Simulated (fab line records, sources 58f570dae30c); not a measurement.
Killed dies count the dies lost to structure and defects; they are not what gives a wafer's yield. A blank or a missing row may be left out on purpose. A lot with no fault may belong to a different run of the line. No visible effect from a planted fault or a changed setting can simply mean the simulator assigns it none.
A struck lot beside a sound one -- flow berkeley_cmos170 -- 14 out of 331 route steps
Sound: the wafers L304.1, L304.5, L304.6. The struck wafers were L311.2, L311.3, L311.6. At the end, the cause is stated.
At each step with rows: each side's tool, then ch and its chambers, then its first start. Under that, the readings that differ: sound wafers -- struck wafers -- difference of the means -- sigmas: that difference in standard deviations of wafers without a fault.
alike: same words and numbers on both sides, and readings whose means sit less than 2 such deviations apart. not compared: any withheld reading, any reading some wafer has no value for, any bound like >300 that may hide the same value, and any number with overlapping values for which the record gives no deviation.
A row with sigmas, a row that says differs or no value, or rows on one side alone: a step with any of these is where the two part. Numbers that don't overlap but have no deviation are shown without sigmas and don't part them. Lack of a reading on every wafer of one side parts them only where that side has two or more wafers.

first, 6 steps without rows for these wafers: UCB170_ZERO_HMDS_00 (prime time 60 s); UCB170_ZERO_COAT_01 (resist thk 900 nm); UCB170_ZERO_SOFTBAKE_02 (time 60 s); UCB170_ZERO_EXPOSE_03 (exposes mask PM MARKS, target cd 4000 nm); UCB170_ZERO_PEB_04; UCB170_ZERO_DEVELOP_05 (develop time 45 s).
UCB170_ZERO_ETCH_06: etches SiO2 in CHF3/CF4/Ar, time 12 s.
  sound on rie_diel-04 ch 0,1,2, day 2 00:40; struck on rie_diel-04 ch 1,2,3, day 3 07:20
  alike: drypump_motor_current_A, oes_product_au, throttle_valve_pct
  not compared: rf_hours_counter_h
UCB170_ZERO_STRIP_07: strips in O2.
  sound on plasma_asher-04 ch 0,1, day 2 00:42; struck on plasma_asher-01 ch 0,1, day 3 07:22
reading,sound,struck,difference,sigmas
strip_time_to_endpoint_s (s),21.52 21.51 21.56,21.42 21.36 21.40,-0.14,-3
  alike: drypump_motor_current_A, oes_product_au
  not compared: rf_hours_counter_h
then, 2 steps without rows for these wafers: UCB170_NWELL_WET_ETCH_00 (etches SiO2 in dHF, time 200 s); UCB170_NWELL_OXIDATION_01 (target thk 26.4 nm, ox time 1260 s).
UCB170_NWELL_THK_MEAS_02:
  sound on film_metro-03, day 2 07:05; struck on film_metro-03, day 3 10:28
  alike: NWELL_OXIDE_THK
then, 1 step without rows for these wafers: UCB170_NWELL_ANNEAL_03 (time 900 s).
UCB170_NWELL_CVD_04: deposits Si3N4 from SiH2Cl2/NH3, target thk 224 nm, time 3360 s.
  sound on lpcvd-01 ch 1, day 2 14:29; struck on lpcvd-01 ch 0, day 3 14:17
  no value came back on the struck wafers for nh3_flow_sccm (sccm), pressure_mtorr (mTorr); on the sound wafers nh3_flow_sccm (sccm) reads 74.95 74.60 75.01
-- the record jumps here: 6 days lie between the struck wafers' starts before and after (it left off in module NWELL and takes up again in module M3, whose first step shown is number 331 of the route) --
UCB170_M3_PROBE_99:
  only the struck wafers here have rows in the record (prober-01, day 9 11:34); the sound ones have none

== WHERE THEY PART ==
Last at UCB170_M3_PROBE_99 as far as this record goes, first at UCB170_ZERO_STRIP_07.

WHY: the cause the simulator had injected
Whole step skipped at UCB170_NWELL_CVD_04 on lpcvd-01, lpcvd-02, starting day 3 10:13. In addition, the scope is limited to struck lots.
